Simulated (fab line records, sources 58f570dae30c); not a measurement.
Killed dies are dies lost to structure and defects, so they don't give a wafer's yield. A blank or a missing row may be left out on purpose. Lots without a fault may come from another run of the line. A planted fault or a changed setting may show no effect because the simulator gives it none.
Problem report in the 8D (eight disciplines) form, filled by code | flow berkeley_cmos170 | the parts of the form that need people (team, actions taken, sign-off) are left out

1. THE PROBLEM
V1_POLISHED_THK at UCB170_V1_THK_MEAS_04 reads a mean of 951.8 nm on 2 wafers of 1 lot; wafers without a fault read 999.6 nm with a standard deviation of 1.3. That is -37 standard deviations from the usual mean.
First seen on wafer L449.2, day 10 12:44, on film_metro-01. The record holds 39 wafers of 13 lots with a number at this step. Rule for "out", or "out of limits": more than 4 standard deviations from the usual mean. The other wafers with a number count as sound.

2. WHAT IT IS AND WHAT IT IS NOT
question                    | is                | is not
which readings at this step | V1_POLISHED_THK   | -
which lots                  | L449              | L439, L441, L442, L445, L447, L448, L453, L457, L458, L459, L461, L462
which wafers of those lots  | L449.2, L449.4    | L449.6
read on which gauges        | film_metro-01     | film_metro-03, film_metro-04
when                        | from day 10 12:44 | up to then (19 sound wafers); but 18 sound wafers of L453, L457, L458, L459, L461, L462 came after

3. SUSPECTS, AND WHAT RULES EACH OUT
Counting: a tool at a process step up to the reading stays a suspect if it ran every lot that is out. Sound lots after the first of them don't rule it out here, since some wafers of a struck lot are sound.
- the gauge at UCB170_V1_THK_MEAS_04: kept. All the wafers that are out were read on film_metro-01, and no step on other tools shows them out.
- pecvd-04 at UCB170_V1_CVD_00 (deposits SiO2 from TEOS/O2, target thk 2000 nm, time 250 s): kept. It ran the lot that is out, L449 (day 10 12:06); its last sound lot up to then is L447 (day 10 03:16).
- Within pecvd-04 at UCB170_V1_CVD_00: the wafers that are out ran in chamber 2; their sound lot-mates ran in chamber 0.
Left after counting: pecvd-04 at UCB170_V1_CVD_00, film_metro-01 at UCB170_V1_THK_MEAS_04.

4. THE CAUSE (what the simulator had put in)
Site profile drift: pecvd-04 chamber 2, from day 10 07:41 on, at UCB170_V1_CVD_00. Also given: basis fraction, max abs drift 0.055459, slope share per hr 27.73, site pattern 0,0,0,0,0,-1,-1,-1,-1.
Counting left 2 suspects, and this tool is among them.

5. THE CHAIN OF EFFECTS, in route order
Each row: a reading whose mean over the struck wafers that have a number lies more than 3 standard deviations from the usual. Only readings for which the record gives a usual standard deviation are gone through. hours: the time from each lot's start at the first step in this table that gives one to its start at this step, as a median over the lots. sigmas: the change in usual standard deviations.
hours | step                  | reading         | usual    | on struck wafers | change | sigmas
0     | UCB170_V1_THK_MEAS_04 | V1_POLISHED_THK | 999.6 nm | 951.8            | -47.9  | -37

6. WHAT WOULD HAVE CAUGHT IT SOONER
In this record the first reading out of limits at a measuring or inspecting step was taken at day 10 12:44, 5 hours after the fault began at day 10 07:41.
Of the tool readings at UCB170_V1_CVD_00 for which the record gives a usual standard deviation, none was out on any struck wafer, so an alarm limit of 4 standard deviations on them would not have fired.
All the lots that are out (1) had begun UCB170_V1_CVD_00 on pecvd-04 by day 10 12:44. A hold on the tool at that time would have spared none of them.
